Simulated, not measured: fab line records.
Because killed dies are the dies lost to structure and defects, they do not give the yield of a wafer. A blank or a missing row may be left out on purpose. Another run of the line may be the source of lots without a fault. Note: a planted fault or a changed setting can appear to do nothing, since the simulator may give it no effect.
fab line records -- flow berkeley_cmos170
[record] lots = 5, wafers = 15, last_day = 11
route steps=331 shown M2@279 V2@292
lots with no fault: from the same line, run without faults
start_h: the number of hours between the record's first day and the start of the first shown wafer of the lot -- wait_h: hours from the lot's prior step to this one -- " identical to the entry in the row above -- L1.1+2: one row covering several wafers at once -- - value missing, or start not given -- * or withheld: withheld -- < > ~ a bound
route shown NAME@n: a module of which the file shows steps, and the number in the route of the first -- usual: average and standard deviation across the fault-free wafers -- same: alike in all rows -- chamber/n: place in a boat -- sites: readings site by site -- _std_site: standard deviation of those values -- _edge_site: the outer-site mean with the inner-site mean subtracted -- radius_mm: how far each site lies from the wafer's centre -- mask NAME#n: copy n -- behind: the last tool/chamber to shape the wafer -- hold: why the lot went on hold/how many hours it stayed there/how the hold came to an end -- device: the n, p or np transistor that did not switch -- end of line: the tests these same wafers got at the end of their route -- where a step has no rows: the recipe by itself -- killed: dies that structure and defects cost at the first sort, which is not the same as the wafer's yield -- map: the dies of a wafer, with x for killed, . for not killed, _ for no die there
set.NAME: setting as actually run; set.NAME@STEP: the setting as run at that earlier step -- model.NAME: the simulator's own value behind a step, which no gauge read
lots at some steps of the route; a table a step, a row a wafer
services: the hour from which a tool's chamber was out of use, counted from the record's first day as start_h (under 0 if before that day), plus the number of hours and why
[[steps]]
[step UCB170_M2_STRIP_08]
[recipe] chemistry = DMSO, temp_c = 80, time_s = 600, material = KrF
lot.wafer,tool,chamber,start_h,wait_h
L074.1+3+4,wet_bench-03,0,138.97,0.1
L076.3+5+6,wet_bench-04,3,168.30,1.0
L081.2+3+4,wet_bench-02,1,199.14,0.1
L089.2+5+6,wet_bench-03,2,227.55,0.1
L092.1+3+5,wet_bench-03,0,252.84,0.2
[step UCB170_M2_COAT_09]
[recipe] resist = BARC, temp_c = withheld, time_s = withheld, spin_rpm = 3000, resist_thk_nm = withheld
lot.wafer,tool,chamber,start_h,wait_h
L074.1+3+4,litho_track-02,0,139.27,0.1
L076.3+5+6,litho_track-02,0,168.53,0.1
L081.2+3+4,litho_track-01,0,199.36,0.0
L089.2+5+6,litho_track-03,0,228.23,0.5
L092.1+3+5,litho_track-03,0,253.07,0.1
[step UCB170_M2_COAT_10]
[recipe] resist = KrF, spin_rpm = 1500, resist_thk_nm = 900
lot.wafer,tool,chamber,start_h,wait_h
L074.1+3+4,litho_track-02,0,-,-
L076.3+5+6,litho_track-02,0,-,-
L081.2+3+4,litho_track-01,0,-,-
L089.2+5+6,litho_track-03,0,-,-
L092.1+3+5,litho_track-03,0,-,-
[step UCB170_M2_SOFTBAKE_11]
[recipe] resist = KrF, temp_c = 130, time_s = 60
lot.wafer,tool,chamber,start_h,wait_h
L074.1+3+4,litho_track-02,0,-,-
L076.3+5+6,litho_track-02,0,-,-
L081.2+3+4,litho_track-01,0,-,-
L089.2+5+6,litho_track-03,0,-,-
L092.1+3+5,litho_track-03,0,-,-
[step UCB170_M2_EXPOSE_12]
[recipe] mask_id = METAL2, target_cd_nm = 700, na = 0.5, sigma_outer = 0.6, source_shape = conventional, dose_mj = 26
lot.wafer,tool,chamber,start_h,wait_h,mask
L074.1+3+4,krf_scanner-02,0,139.88,-,METAL2#0
L076.3+5+6,krf_scanner-02,0,168.97,-,METAL2#0
L081.2+3+4,krf_scanner-01,0,199.93,-,METAL2#0
L089.2+5+6,krf_scanner-02,0,228.67,-,METAL2#0
L092.1+3+5,krf_scanner-01,0,253.65,-,METAL2#0
[step UCB170_M2_PEB_13]
[recipe] peb_temp_c = 130, peb_time_s = withheld, resist = KrF
lot.wafer,tool,chamber,start_h,wait_h
L074.1+3+4,litho_track-03,0,140.14,0.2
L076.3+5+6,litho_track-02,0,169.43,0.4
L081.2+3+4,litho_track-02,0,200.05,0.1
L089.2+5+6,litho_track-01,0,229.20,0.5
L092.1+3+5,litho_track-01,0,253.77,0.1
[step UCB170_M2_DEVELOP_14]
[recipe] developer = TMAH, develop_time_s = 45, resist = KrF, dev_temp_c = 21
lot.wafer,tool,chamber,start_h,wait_h
L074.1+3+4,litho_track-03,0,-,-
L076.3+5+6,litho_track-02,0,-,-
L081.2+3+4,litho_track-02,0,-,-
L089.2+5+6,litho_track-01,0,-,-
L092.1+3+5,litho_track-01,0,-,-
[step UCB170_M2_CD_MEAS_15]
[recipe] target_cd_nm = 700
[usual] cd_nm = 699.9/1.6
lot.wafer,tool,chamber,start_h,wait_h,cd_nm
L074.1,cd_sem-01,-,140.42,-,702.9
L074.3,cd_sem-01,-,140.42,-,701.7
L074.4,cd_sem-01,-,140.42,-,701.9
L076.3,cd_sem-02,-,169.69,-,701.6
L076.5,cd_sem-02,-,169.69,-,701.9
L076.6,cd_sem-02,-,169.69,-,700.9
L081.2,cd_sem-02,-,200.32,-,700.4
L081.3,cd_sem-02,-,200.32,-,699.9
L081.4,cd_sem-02,-,200.32,-,700.3
L089.2,cd_sem-01,-,229.47,-,697.8
L089.5,cd_sem-01,-,229.47,-,699.0
L089.6,cd_sem-01,-,229.47,-,698.8
L092.1,cd_sem-02,-,254.08,-,700.2
L092.3,cd_sem-02,-,254.08,-,701.1
L092.5,cd_sem-02,-,254.08,-,701.4
[step UCB170_M2_OVL_MEAS_16]
[usual] M2_OVL = 0/5.3
lot.wafer,tool,chamber,start_h,wait_h,M2_OVL[nm]
L074.1,overlay-01,-,140.54,0.1,2
L074.3,overlay-01,-,140.54,0.1,-2
L074.4,overlay-01,-,140.54,0.1,2
L076.3,overlay-01,-,169.80,0.1,1
L076.5,overlay-01,-,169.80,0.1,-7
L076.6,overlay-01,-,169.80,0.1,-1
L081.2,overlay-02,-,200.43,0.1,-9
L081.3,overlay-02,-,200.43,0.1,10
L081.4,overlay-02,-,200.43,0.1,-2
L089.2,overlay-02,-,229.58,0.1,1
L089.5,overlay-02,-,229.58,0.1,1
L089.6,overlay-02,-,229.58,0.1,-3
L092.1,overlay-02,-,254.20,0.1,-7
L092.3,overlay-02,-,254.20,0.1,-8
L092.5,overlay-02,-,254.20,0.1,-7
[step UCB170_M2_ETCH_17]
[recipe] chemistry = N2/H2, target_depth_a = withheld, overetch_a = withheld, target = BARC, time_s = withheld, source_w = 500, bias_w = 100, pressure_mtorr = 30, n2_flow_sccm = 100, h2_flow_sccm = 200
[usual] bias_w = 100.01/0.27, drypump_motor_current_A = 5.6/0.41, oes_product_au = 0.997/0.021, throttle_valve_pct = 13.32/0.25
lot.wafer,tool,chamber,start_h,wait_h,bias_w,drypump_motor_current_A,oes_product_au,throttle_valve_pct
L074.1,rie_diel-03,0,140.57,0.0,100.03,5.9,1.046,13.33
L074.3,rie_diel-03,3,140.57,0.0,99.72,6.3,1.026,13.33
L074.4,rie_diel-03,2,140.57,0.0,99.50,5.7,0.978,13.17
L076.3,rie_diel-04,2,169.83,0.0,99.65,5.8,0.974,13.47
L076.5,rie_diel-04,0,169.83,0.0,99.90,5.2,0.957,13.16
L076.6,rie_diel-04,3,169.83,0.0,100.20,5.1,1.004,13.01
L081.2,rie_diel-01,2,200.46,0.0,100.32,5.9,1.008,13.39
L081.3,rie_diel-01,1,200.46,0.0,100.08,5.6,0.988,12.91
L081.4,rie_diel-01,0,200.46,0.0,100.13,5.1,0.997,13.52
L089.2,rie_diel-01,3,229.61,0.0,100.33,5.1,1.014,13.84
L089.5,rie_diel-01,2,229.61,0.0,99.85,5.9,1.007,13.38
L089.6,rie_diel-01,3,229.61,0.0,99.95,5.1,1.023,13.85
L092.1,rie_diel-03,3,254.23,0.0,100.49,6.3,1.025,13.32
L092.3,rie_diel-03,0,254.23,0.0,99.83,6.0,1.045,13.32
L092.5,rie_diel-03,1,254.23,0.0,99.74,6.0,1.021,13.35
[step UCB170_M2_METAL_ETCH_18]
[recipe] chemistry = Cl2/BCl3, target = Al, stop_on = SiO2, pressure_mtorr = 12, target_depth_a = 11700, over_etch_frac = 0.3, time_s = 195, icp_w = 600, bias_w = 120, Cl2_flow_sccm = 90, bcl3_flow_sccm = 45
[usual] bias_w = 120.0/0.36, drypump_motor_current_A = 6.0/0.34, oes_product_au = 0.861/0.013, throttle_valve_pct = 24.36/0.23
lot.wafer,tool,chamber,start_h,wait_h,bias_w,drypump_motor_current_A,oes_product_au,rf_hours_counter_h,throttle_valve_pct
L074.1,rie_metal-04,0,140.61,-,120.2,5.9,0.861,37,24.52
L074.3,rie_metal-04,1,140.61,-,119.7,6.6,0.838,-,24.15
L074.4,rie_metal-04,0,140.61,-,120.2,5.9,0.865,-,24.52
L076.3,rie_metal-02,1,169.93,-,120.6,5.8,0.859,-,24.28
L076.5,rie_metal-02,1,169.93,-,120.6,5.8,0.857,-,24.26
L076.6,rie_metal-02,0,169.93,-,120.3,6.5,0.858,-,24.77
L081.2,rie_metal-04,0,200.50,-,119.4,5.9,0.877,1,24.29
L081.3,rie_metal-04,0,200.50,-,119.9,5.9,0.871,-,24.29
L081.4,rie_metal-04,1,200.50,-,119.6,6.6,0.861,-,24.09
L089.2,rie_metal-02,0,229.65,-,120.3,6.5,0.872,4,24.79
L089.5,rie_metal-02,0,229.65,-,120.0,6.5,0.876,-,24.77
L089.6,rie_metal-02,1,229.65,-,120.6,5.8,0.854,-,24.27
L092.1,rie_metal-01,1,254.28,-,120.2,6.0,0.856,0,24.17
L092.3,rie_metal-01,1,254.28,-,120.3,6.0,0.864,-,24.18
L092.5,rie_metal-01,0,254.28,-,120.0,5.4,0.870,-,24.59
[step UCB170_M2_STRIP_19]
[recipe] chemistry = O2, power_w = 400, pressure_mtorr = 3500, platen_temp_c = withheld, o2_flow_sccm = 400, overash_fraction = 0.5
[usual] drypump_motor_current_A = 5.7/0.48, oes_product_au = 0.547/0.016
lot.wafer,tool,chamber,start_h,wait_h,drypump_motor_current_A,oes_product_au,rf_hours_counter_h
L074.1,plasma_asher-04,0,140.80,0.1,5.6,0.557,2
L074.3,plasma_asher-04,1,140.80,0.1,5.6,0.571,-
L074.4,plasma_asher-04,0,140.80,0.1,5.6,0.553,-
L076.3,plasma_asher-04,1,170.09,0.1,5.6,0.539,-
L076.5,plasma_asher-04,0,170.09,0.1,5.5,0.547,-
L076.6,plasma_asher-04,1,170.09,0.1,5.5,0.561,-
L081.2,plasma_asher-04,0,200.69,0.1,5.5,0.558,8
L081.3,plasma_asher-04,1,200.69,0.1,5.6,0.550,-
L081.4,plasma_asher-04,0,200.69,0.1,5.5,0.570,-
L089.2,plasma_asher-03,0,229.84,0.1,5.2,0.552,55
L089.5,plasma_asher-03,0,229.84,0.1,5.2,0.565,-
L089.6,plasma_asher-03,1,229.84,0.1,5.0,0.549,-
L092.1,plasma_asher-03,0,254.53,0.2,5.2,0.525,58
L092.3,plasma_asher-03,1,254.53,0.2,5.0,0.530,-
L092.5,plasma_asher-03,1,254.53,0.2,5.0,0.521,-
[step UCB170_M2_CD_MEAS_90]
[recipe] target_cd_nm = 700
[usual] cd_nm = 700/4.2
lot.wafer,tool,chamber,start_h,wait_h,cd_nm
L074.1,cd_sem-02,-,140.90,0.1,699
L074.3,cd_sem-02,-,140.90,0.1,706
L074.4,cd_sem-02,-,140.90,0.1,696
L076.3,cd_sem-02,-,170.20,0.1,705
L076.5,cd_sem-02,-,170.20,0.1,704
L076.6,cd_sem-02,-,170.20,0.1,705
L081.2,cd_sem-01,-,200.88,0.2,696
L081.3,cd_sem-01,-,200.88,0.2,697
L081.4,cd_sem-01,-,200.88,0.2,700
L089.2,cd_sem-02,-,229.96,0.1,704
L089.5,cd_sem-02,-,229.96,0.1,705
L089.6,cd_sem-02,-,229.96,0.1,702
L092.1,cd_sem-01,-,254.63,0.1,697
L092.3,cd_sem-01,-,254.63,0.1,701
L092.5,cd_sem-01,-,254.63,0.1,705
[step UCB170_V2_CVD_00]
[recipe] material = SiO2, target_thk_nm = 2000, temp_c = 390, precursor = TEOS/O2, time_s = 250, rf_w = 550, pressure_mtorr = 9000
[usual] heater_power_w = 242/63
lot.wafer,tool,chamber,start_h,wait_h,heater_power_w
L074.1,pecvd-01,1,141.03,0.1,279
L074.3,pecvd-01,0,141.03,0.1,392
L074.4,pecvd-01,2,141.03,0.1,193
L076.3,pecvd-03,0,170.28,0.1,207
L076.5,pecvd-03,1,170.28,0.1,160
L076.6,pecvd-03,2,170.28,0.1,146
L081.2,pecvd-03,1,200.98,0.1,214
L081.3,pecvd-03,0,200.98,0.1,249
L081.4,pecvd-03,0,200.98,0.1,192
L089.2,pecvd-01,1,230.06,0.1,268
L089.5,pecvd-01,2,230.06,0.1,189
L089.6,pecvd-01,0,230.06,0.1,385
L092.1,pecvd-03,0,254.75,0.1,267
L092.3,pecvd-03,1,254.75,0.1,196
L092.5,pecvd-03,2,254.75,0.1,148
[step UCB170_V2_THK_MEAS_01]
[recipe] reads = SiO2_of_V2_CVD_00
[usual] V2_TEOS_THK = 2006/27
lot.wafer,tool,chamber,start_h,wait_h,V2_TEOS_THK[nm]
L074.1,film_metro-04,-,141.19,0.1,2011
L074.3,film_metro-04,-,141.19,0.1,2013
L074.4,film_metro-04,-,141.19,0.1,2032
L076.3,film_metro-02,-,170.45,0.1,1982
L076.5,film_metro-02,-,170.45,0.1,2031
L076.6,film_metro-02,-,170.45,0.1,2009
L081.2,film_metro-04,-,201.14,0.1,1980
L081.3,film_metro-04,-,201.14,0.1,1955
L081.4,film_metro-04,-,201.14,0.1,1976
L089.2,film_metro-04,-,230.22,0.1,2038
L089.5,film_metro-04,-,230.22,0.1,2037
L089.6,film_metro-04,-,230.22,0.1,2036
L092.1,film_metro-02,-,254.90,0.1,1938
L092.3,film_metro-02,-,254.90,0.1,1992
L092.5,film_metro-02,-,254.90,0.1,1990
[step UCB170_V2_CMP_02]
[recipe] material = SiO2, down_force_psi = 6, platen_rpm = 60, pad_velocity_m_s = 0.75398
[usual] edge_zone_pressure_frac = 1.001/0.0048, motor_current_A = 16.1/1.2
lot.wafer,tool,chamber,start_h,wait_h,edge_zone_pressure_frac,motor_current_A
L074.1,cmp-02,3,141.25,0.1,0.995,15.0
L074.3,cmp-02,0,141.25,0.1,1.008,16.2
L074.4,cmp-02,1,141.25,0.1,1.007,15.7
L076.3,cmp-02,3,170.54,0.1,0.996,15.4
L076.5,cmp-02,2,170.54,0.1,0.999,14.3
L076.6,cmp-02,3,170.54,0.1,1.007,16.5
L081.3,cmp-02,3,201.19,0.0,0.999,15.7
L081.4,cmp-02,1,201.19,0.0,0.996,17.2
L081.2,cmp-02,2,201.19,0.0,0.994,13.7
L089.2,cmp-01,0,230.37,0.1,0.998,18.4
L089.5,cmp-01,2,230.37,0.1,1.001,17.1
L089.6,cmp-01,3,230.37,0.1,1.008,15.6
L092.1,cmp-02,0,254.96,0.1,1.000,16.1
L092.3,cmp-02,1,254.96,0.1,0.989,17.1
L092.5,cmp-02,0,254.96,0.1,0.998,16.2
[step UCB170_V2_BOW_MEAS_03]
[recipe] mode = bow
[usual] V2_BOW = 38/6.7
lot.wafer,tool,chamber,start_h,wait_h,V2_BOW[um]
L074.1,film_metro-02,-,141.55,0.2,35
L074.3,film_metro-02,-,141.55,0.2,30
L074.4,film_metro-02,-,141.55,0.2,38
L076.3,film_metro-04,-,170.83,0.2,43
L076.5,film_metro-04,-,170.83,0.2,57
L076.6,film_metro-04,-,170.83,0.2,42
L081.2,film_metro-01,-,201.51,0.1,32
L081.3,film_metro-01,-,201.51,0.1,31
L081.4,film_metro-01,-,201.51,0.1,33
L089.2,film_metro-01,-,230.59,0.2,45
L089.5,film_metro-01,-,230.59,0.2,37
L089.6,film_metro-01,-,230.59,0.2,34
L092.1,film_metro-01,-,255.26,0.2,33
L092.3,film_metro-01,-,255.26,0.2,33
L092.5,film_metro-01,-,255.26,0.2,35
[step UCB170_V2_THK_MEAS_04]
[recipe] reads = SiO2_of_V2_CVD_00
[usual] V2_POLISHED_THK = 1000.1/1.2
lot.wafer,tool,chamber,start_h,wait_h,V2_POLISHED_THK[nm]
L074.1,film_metro-02,-,141.67,0.1,999.0
L074.3,film_metro-02,-,141.67,0.1,1001.0
L074.4,film_metro-02,-,141.67,0.1,1000.6
L076.3,film_metro-04,-,170.93,0.1,998.5
L076.5,film_metro-04,-,170.93,0.1,999.0
L076.6,film_metro-04,-,170.93,0.1,998.6
L081.2,film_metro-01,-,201.62,0.1,1000.2
L081.3,film_metro-01,-,201.62,0.1,998.9
L081.4,film_metro-01,-,201.62,0.1,1001.3
L089.2,film_metro-01,-,230.70,0.1,1002.5
L089.5,film_metro-01,-,230.70,0.1,1002.5
L089.6,film_metro-01,-,230.70,0.1,1001.7
L092.1,film_metro-01,-,255.38,0.1,1000.4
L092.3,film_metro-01,-,255.38,0.1,1000.8
L092.5,film_metro-01,-,255.38,0.1,1000.4
[step UCB170_V2_CLEAN_05]
[recipe] chemistry = DIW
lot.wafer,tool,chamber,start_h,wait_h
L074.1+3+4,wet_bench-03,2,141.75,0.1
L076.3+5+6,wet_bench-03,2,171.14,0.2
L081.2+3+4,wet_bench-04,1,201.67,0.0
L089.2+5+6,wet_bench-04,2,230.75,0.0
L092.1+3+5,wet_bench-03,0,255.45,0.1
[step UCB170_V2_HMDS_06]
[recipe] prime_time_s = 60, prime_temp_c = 100
[same] prime_time_s = 60
lot.wafer,tool,chamber,start_h,wait_h
L074.1+3+4,litho_track-03,0,142.16,0.2
L076.3+5+6,litho_track-01,0,171.36,0.1
L081.2+3+4,litho_track-03,0,201.87,0.0
L089.2+5+6,litho_track-04,0,231.33,0.4
L092.1+3+5,litho_track-04,0,255.68,0.0
[step UCB170_V2_COAT_07]
[recipe] resist = KrF, spin_rpm = 1500, resist_thk_nm = 900
lot.wafer,tool,chamber,start_h,wait_h
L074.1+3+4,litho_track-03,0,142.31,0.1
L076.3+5+6,litho_track-01,0,171.51,0.1
L081.2+3+4,litho_track-03,0,202.02,0.1
L089.2+5+6,litho_track-04,0,231.48,0.1
L092.1+3+5,litho_track-04,0,255.83,0.1
[step UCB170_V2_SOFTBAKE_08]
[recipe] resist = KrF, temp_c = 130, time_s = 60
lot.wafer,tool,chamber,start_h,wait_h
L074.1+3+4,litho_track-03,0,142.46,0.1
L076.3+5+6,litho_track-01,0,171.66,0.1
L081.2+3+4,litho_track-03,0,202.17,0.1
L089.2+5+6,litho_track-04,0,231.63,0.1
L092.1+3+5,litho_track-04,0,255.98,0.1
[[services]]
tool,chamber,start_h,hours,kind
krf_scanner-02,-,122.60,0.8,pm
krf_scanner-01,-,127.17,3.0,repair
rie_diel-01,0,133.49,3.4,repair
pecvd-03,-,135.50,14.0,pm
krf_scanner-01,-,137.28,1.3,pm
rie_metal-02,0,149.79,8.1,repair
krf_scanner-02,-,152.24,1.3,pm
krf_scanner-01,-,153.47,5.9,repair
pecvd-03,-,154.56,0.8,pm
krf_scanner-02,-,155.83,0.6,repair
pecvd-03,0,157.72,5.3,repair
krf_scanner-01,-,157.88,1.1,repair
pecvd-03,-,157.98,1.6,repair
rie_metal-02,-,162.16,0.2,repair
plasma_asher-03,-,169.09,0.6,repair
krf_scanner-01,-,171.70,4.4,pm
pecvd-03,0,172.99,8.9,repair
rie_diel-03,1,183.67,11.2,repair
cmp-02,-,186.41,2.5,repair
rie_diel-03,0,188.76,38.8,repair
rie_metal-04,0,191.03,2.4,repair
krf_scanner-02,-,197.41,1.0,pm
rie_metal-02,0,201.07,3.0,repair
cmp-02,-,221.20,10.8,repair
[[key]]
fault none
